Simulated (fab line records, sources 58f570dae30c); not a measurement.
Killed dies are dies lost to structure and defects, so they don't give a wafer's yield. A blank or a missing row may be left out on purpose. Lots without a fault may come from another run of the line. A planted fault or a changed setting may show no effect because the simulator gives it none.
fab line records | flow berkeley_cmos170
record lots=6 wafers=18 last_day=12
route steps=331 shown NWELL@27 PWELL@34
lots that met no fault: from a run of the same line without faults
start_h: hours from the record's first day to the start of the lot's first wafer shown | wait_h: hours since the lot's step before | " the same as in the row above | L1.1+2: a row that stands for several wafers | - no value, or no start given | * or withheld: withheld | < > ~ a bound
route shown NAME@n: a module of which the file shows steps, and the number in the route of the first | usual: mean/standard deviation of fault-free wafers | same: alike in all rows | chamber/n: place in a boat | sites: the reading at each site | _std_site: their standard deviation | _edge_site: outer sites' mean less inner sites' | radius_mm: how far each site lies from the wafer's centre | mask NAME#n: copy n | behind: the tool/chamber that last shaped the wafer | hold: why the lot was held/for how many hours/how that ended | device: the transistor (n, p or np) that didn't switch | end of line: the same wafers' tests at the end of the route | a step without rows: its recipe alone | killed: dies lost to structure and defects at the first sort, not the wafer's yield | map: a wafer's dies, x killed, . not, _ none there
set.NAME: the setting as run; set.NAME@STEP: as run at that earlier step | model.NAME: the simulator's own value behind a step, which no gauge read
lots at some steps of the route; a table a step, a row a wafer
services: from which hour (start_h, from the record's first day; less than 0 if before it) a tool's chamber was out of use, for how many hours, and why
## steps
# step UCB170_NWELL_ETCH_13
# recipe chemistry=CH3F/Ar/O2 target=Si3N4 stop_on=SiO2 CH3F_flow_sccm=20 Ar_flow_sccm=50 O2_flow_sccm=7 pressure_mtorr=50 rf_w=450 target_depth_a=2464 over_etch_frac=0.1089 time_s=154
# usual drypump_motor_current_A=5.3/0.35 oes_product_au=0.943/0.012 throttle_valve_pct=8.09/0.093
# columns lot.wafer tool chamber start_h wait_h drypump_motor_current_A oes_product_au rf_hours_counter_h throttle_valve_pct
L914.1 rie_diel-04 0 70.12 0.0 5.0 0.952 53 8.09
L914.3 " 2 " " 5.8 0.936 156 8.21
L914.6 " 0 " " 5.0 0.955 - 8.08
L917.3 rie_diel-04 2 81.47 0.0 5.8 0.949 156 8.21
L917.4 " 2 " " 5.7 0.944 - 8.21
L917.5 " 3 " " 5.6 0.941 - 8.14
L918.1 rie_diel-01 2 81.71 0.0 4.8 0.925 54 8.14
L918.3 " 3 " " 5.1 0.916 51 8.17
L918.5 " 1 " " 5.7 0.939 - 8.17
L924.1 rie_diel-02 3 109.58 0.0 5.3 0.956 3 8.01
L924.5 " 0 " " 4.8 0.948 - 7.89
L924.6 " 3 " " 5.3 0.955 - 7.99
L928.1 rie_diel-01 3 129.83 0.0 5.1 0.924 53 8.16
L928.2 " 1 " " 5.7 0.950 47 8.17
L928.5 " 3 " " 5.1 0.913 - 8.16
L932.1 rie_diel-04 1 154.85 0.0 6.4 0.938 8 8.10
L932.2 " 0 " " 5.0 0.954 59 8.08
L932.5 " 0 " " 5.0 0.963 - 8.07
# step UCB170_NWELL_IMPLANT_14
# recipe species=P dose_cm2=1e+13 energy_kev=150 tilt_deg=7
# step UCB170_NWELL_STRIP_15
# recipe chemistry=O2 power_w=400 pressure_mtorr=3500 platen_temp_c=withheld o2_flow_sccm=400 overash_fraction=0.5
# usual drypump_motor_current_A=5.5/0.37 oes_product_au=0.721/0.0044 strip_time_to_endpoint_s=18.00/0.14
# columns lot.wafer tool chamber start_h wait_h drypump_motor_current_A oes_product_au rf_hours_counter_h strip_time_to_endpoint_s
L914.1 plasma_asher-01 0 70.37 0.1 5.7 0.709 33 18.12
L914.3 " 1 " " 5.1 0.721 - 18.24
L914.6 " 0 " " 5.7 0.724 - 18.04
L917.3 plasma_asher-03 1 81.75 0.1 5.2 0.718 - 18.18
L917.4 " 0 " " 5.7 0.727 - 18.29
L917.5 " 1 " " 5.2 0.723 - 18.09
L918.1 plasma_asher-04 1 81.96 0.1 6.1 0.725 29 18.20
L918.3 " 0 " " 6.0 0.724 - 17.91
L918.5 " 0 " " 6.0 0.733 - 18.13
L924.1 plasma_asher-04 1 109.83 0.1 6.1 0.721 32 17.96
L924.5 " 1 " " 6.1 0.723 - 17.76
L924.6 " 0 " " 6.0 0.723 - 17.87
L928.1 plasma_asher-01 0 130.08 0.1 5.7 0.723 1 17.93
L928.2 " 1 " " 5.1 0.717 1 18.04
L928.5 " 1 " " 5.1 0.715 - 17.87
L932.1 plasma_asher-01 0 155.21 0.1 5.8 0.721 5 17.94
L932.2 " 1 " " 5.1 0.714 5 18.06
L932.5 " 1 " " 5.1 0.720 - 18.08
# step UCB170_NWELL_TW_MEAS_16
# usual NWELL_TW=1246/11
# columns lot.wafer tool chamber start_h wait_h NWELL_TW
L914.1 film_metro-03 - 70.47 0.1 1245
L914.3 " - " " 1243
L914.6 " - " " 1249
L917.3 film_metro-04 - 81.84 0.1 1249
L917.4 " - " " 1254
L917.5 " - " " 1256
L918.1 film_metro-04 - 82.06 0.1 1256
L918.3 " - " " 1260
L918.5 " - " " 1253
L924.1 film_metro-03 - 109.93 0.1 1246
L924.5 " - " " 1249
L924.6 " - " " 1243
L928.1 film_metro-04 - 130.18 0.1 1250
L928.2 " - " " 1254
L928.5 " - " " 1256
L932.1 film_metro-01 - 155.31 0.1 1228
L932.2 " - " " 1225
L932.5 " - " " 1228
# step UCB170_NWELL_CLEAN_17
# recipe chemistry=SPM temp_c=120 time_s=600
# step UCB170_NWELL_WET_ETCH_18
# recipe chemistry=H3PO4 target=Si3N4 temp_c=160 time_s=14400
# step UCB170_NWELL_WET_ETCH_19
# recipe chemistry=BOE dilution=5:1 target=SiO2 temp_c=25 time_s=22
# step UCB170_PWELL_CLEAN_00
# recipe chemistry=SPM temp_c=120 time_s=600
# step UCB170_PWELL_CLEAN_01
# recipe chemistry=dHF dilution=25:1 time_s=60
# step UCB170_PWELL_OXIDATION_02
# recipe temp_c=1000 ambient=O2 target_thk_a=264 ox_time_s=1260
# step UCB170_PWELL_THK_MEAS_03
# recipe reads=SiO2_of_PWELL_OXIDATION_02
# usual PWELL_OXIDE_THK=26.5/0.58
# columns lot.wafer tool chamber start_h wait_h PWELL_OXIDE_THK[nm]
L914.1 film_metro-03 - 79.36 0.0 26.3
L914.3 " - " " 26.5
L914.6 " - " " 26.5
L918.1 film_metro-02 - 90.06 0.0 27.0
L918.3 " - " " 27.3
L918.5 " - " " 27.1
L917.3 film_metro-03 - 90.08 0.0 27.5
L917.4 " - " " 27.6
L917.5 " - " " 27.5
L924.1 film_metro-04 - 118.05 0.0 27.0
L924.5 " - " " 27.3
L924.6 " - " " 27.3
L928.1 film_metro-02 - 136.84 0.1 25.5
L928.2 " - " " 26.4
L928.5 " - " " 26.3
L932.1 film_metro-03 - 163.38 0.0 26.7
L932.2 " - " " 26.2
L932.5 " - " " 26.4
# step UCB170_PWELL_ANNEAL_04
# recipe temp_c=1000 time_s=900 ambient=N2
# step UCB170_PWELL_CVD_05
# recipe material=Si3N4 target_thk_nm=220 temp_c=800 precursor=SiH2Cl2/NH3 time_s=3300 pressure_mtorr=200 sih2cl2_flow_sccm=25 nh3_flow_sccm=75
# columns lot.wafer tool chamber start_h wait_h model.Si3N4_of_PWELL_CVD_05.thk_nm
L914.1 lpcvd-02 0 84.12 0.0 220
L914.3 " 0 " " 219.7
L914.6 " 0 " " 218.7
L917.3 lpcvd-02 0 96.66 0.9 121.6
L917.4 " 0 " " 120.8
L917.5 " 0 " " 122.3
L918.1 lpcvd-02 0 96.66 0.9 120.4
L918.3 " 0 " " 121
L918.5 " 0 " " 120.1
L924.1 lpcvd-01 0 122.15 0.0 221.2
L924.5 " 0 " " 221.5
L924.6 " 0 " " 221.6
L928.1 lpcvd-01 0 143.03 0.0 219.1
L928.2 " 0 " " 218.5
L928.5 " 0 " " 219.6
L932.1 lpcvd-01 0 166.77 0.0 221.3
L932.2 " 0 " " 219.5
L932.5 " 0 " " 217.6
# step UCB170_PWELL_THK_MEAS_06
# recipe reads=Si3N4_of_PWELL_CVD_05
# usual PWELL_NITRIDE_THK=221.1/2.1
# columns lot.wafer tool chamber start_h wait_h PWELL_NITRIDE_THK[nm]
L914.1 film_metro-02 - 86.03 0.0 220.0
L914.3 " - " " 219.6
L914.6 " - " " 218.8
L918.1 film_metro-03 - 98.58 0.0 120.4
L918.3 " - " " 121.1
L918.5 " - " " 120.1
L917.3 film_metro-04 - 98.60 0.0 121.6
L917.4 " - " " 120.9
L917.5 " - " " 122.3
L924.1 film_metro-02 - 124.07 0.0 221.2
L924.5 " - " " 221.4
L924.6 " - " " 221.6
L928.1 film_metro-04 - 145.01 0.1 219.2
L928.2 " - " " 218.5
L928.5 " - " " 219.5
L932.1 film_metro-04 - 168.68 0.0 221.4
L932.2 " - " " 219.3
L932.5 " - " " 217.6
# step UCB170_PWELL_HMDS_07
# recipe prime_time_s=60 prime_temp_c=100
# step UCB170_PWELL_COAT_08
# recipe resist=KrF spin_rpm=1500 resist_thk_nm=900
# step UCB170_PWELL_SOFTBAKE_09
# recipe resist=KrF temp_c=130 time_s=60
# step UCB170_PWELL_EXPOSE_10
# recipe mask_id=PWELL target_cd_nm=3000 na=0.5 sigma_outer=0.6 source_shape=conventional dose_mj=19
# step UCB170_PWELL_PEB_11
# recipe peb_temp_c=130 peb_time_s=withheld resist=KrF
# step UCB170_PWELL_DEVELOP_12
# recipe developer=TMAH develop_time_s=45 resist=KrF dev_temp_c=21
# step UCB170_PWELL_OVL_MEAS_13
# usual PWELL_OVL=-2/5.6
# columns lot.wafer tool chamber start_h wait_h PWELL_OVL[nm]
L914.1 overlay-01 - 87.06 - -6
L914.3 " - " " -6
L914.6 " - " " -11
L918.1 overlay-02 - 100.31 - -6
L918.3 " - " " -8
L918.5 " - " " -4
L917.3 overlay-01 - 100.47 - 1
L917.4 " - " " 3
L917.5 " - " " 1
L924.1 overlay-01 - 125.91 - -10
L924.5 " - " " -4
L924.6 " - " " -4
L928.1 overlay-02 - 147.18 - -2
L928.2 " - " " 3
L928.5 " - " " 3
L932.1 overlay-01 - 170.89 - 4
L932.2 " - " " 3
L932.5 " - " " 7
# step UCB170_PWELL_ETCH_14
# recipe chemistry=CH3F/Ar/O2 target=Si3N4 stop_on=SiO2 CH3F_flow_sccm=20 Ar_flow_sccm=50 O2_flow_sccm=7 pressure_mtorr=50 rf_w=450 target_depth_a=2420 over_etch_frac=0.1 time_s=151
# usual drypump_motor_current_A=5.5/0.47 oes_product_au=0.943/0.013 throttle_valve_pct=8.07/0.11
# columns lot.wafer tool chamber start_h wait_h drypump_motor_current_A oes_product_au rf_hours_counter_h throttle_valve_pct model.etch.depth_nm
L914.1 rie_diel-04 2 87.09 0.0 5.8 0.946 156 8.21 220
L914.3 " 0 " " 4.9 0.950 - 8.08 219.7
L914.6 " 0 " " 5.0 0.949 - 8.08 218.7
L918.1 rie_diel-01 2 100.34 0.0 4.8 0.689 55 8.15 120.4
L918.3 " 0 " " 5.3 0.686 49 7.92 121
L918.5 " 3 " " 5.1 0.675 - 8.15 120.1
L917.3 rie_diel-03 1 100.50 0.0 5.4 0.704 151 7.84 121.6
L917.4 " 3 " " 5.9 0.686 30 8.04 120.8
L917.5 " 3 " " 5.9 0.685 - 8.04 122.3
L924.1 rie_diel-04 0 125.95 0.0 5.0 0.963 57 8.07 221.2
L924.5 " 2 " " 5.8 0.947 - 8.21 221.5
L924.6 " 3 " " 5.6 0.948 - 8.14 221.6
L928.1 rie_diel-03 1 147.22 0.0 5.4 0.970 154 7.88 219.1
L928.2 " 2 " " 6.3 0.932 89 7.87 218.5
L928.5 " 0 " " 4.9 0.922 - 8.07 219.6
L932.1 rie_diel-03 2 170.93 0.0 6.3 0.946 91 7.87 221.3
L932.2 " 1 " " 5.4 0.955 0 7.90 219.5
L932.5 " 0 " " 4.9 0.931 - 8.06 217.6
# step UCB170_PWELL_IMPLANT_15
# recipe species=B dose_cm2=4.948e+12 energy_kev=60 tilt_deg=7
## services
# columns tool chamber start_h hours kind
rie_diel-02 - 46.90 1.6 repair
rie_diel-03 2 55.68 8.1 repair
rie_diel-03 1 58.51 9.6 repair
rie_diel-04 3 87.03 3.8 repair
rie_diel-02 - 92.99 1.1 repair
rie_diel-04 2 93.12 6.0 repair
plasma_asher-03 - 101.26 1.5 repair
plasma_asher-01 - 108.75 9.0 pm
plasma_asher-01 0 108.75 9.0 vent_cycle
plasma_asher-01 1 108.75 9.0 vent_cycle
plasma_asher-04 - 110.90 6.5 repair
plasma_asher-01 - 117.75 2.8 pm
plasma_asher-01 0 117.75 - clean
plasma_asher-01 1 117.75 - clean
rie_diel-01 - 124.96 2.8 pm
rie_diel-03 3 132.57 10.0 repair
plasma_asher-04 - 133.46 7.6 repair
rie_diel-04 2 148.68 - clean
rie_diel-04 2 148.68 15.4 scheduled_down
rie_diel-04 2 148.68 15.4 vent_cycle
lpcvd-02 - 150.18 6.1 pm
rie_diel-03 1 151.38 - clean
rie_diel-03 1 151.38 17.6 scheduled_down
plasma_asher-04 - 159.68 0.6 repair
## key
first_sign step=UCB170_PWELL_THK_MEAS_06 reading=PWELL_NITRIDE_THK direction=down sigmas=47 usual=221.1 struck=121.1
effect step=UCB170_PWELL_ETCH_14 reading=oes_product_au direction=down sigmas=20 usual=0.943 struck=0.687
model_effect step=UCB170_PWELL_CVD_05 value=Si3N4_of_PWELL_CVD_05.thk_nm without=220.7 struck=121
model_effect step=UCB170_PWELL_ETCH_14 value=etch.depth_nm without=220.7 struck=121
met_at UCB170_PWELL_CVD_05
struck_wafers L917.3,L917.4,L917.5,L918.1,L918.3,L918.5
sort_left_out L917.3,L917.4,L917.5,L918.1,L918.3,L918.5
tester_left_out L917,L918
onset_between 84.12 96.66
fault kind=process_parameter_drift tool=lpcvd-02 chamber=0 onset_h=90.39 steps=UCB170_PWELL_CVD_05 channel=target_thk_nm offset=-99.726 shape=step end_h=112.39 acts_in=these_recipes_only stated=220
# tester_left_out: of these lots the tester's yield and bins aren't shown, on N5 and GAA mostly nor the transistor test; their killed dies are dies lost to structure and defects alone, not to doping, threshold or leakage, so they don't give the yield
# sort_left_out: the simulated sort isn't trusted on such a fault, so these wafers' sort isn't shown, and their yield isn't known
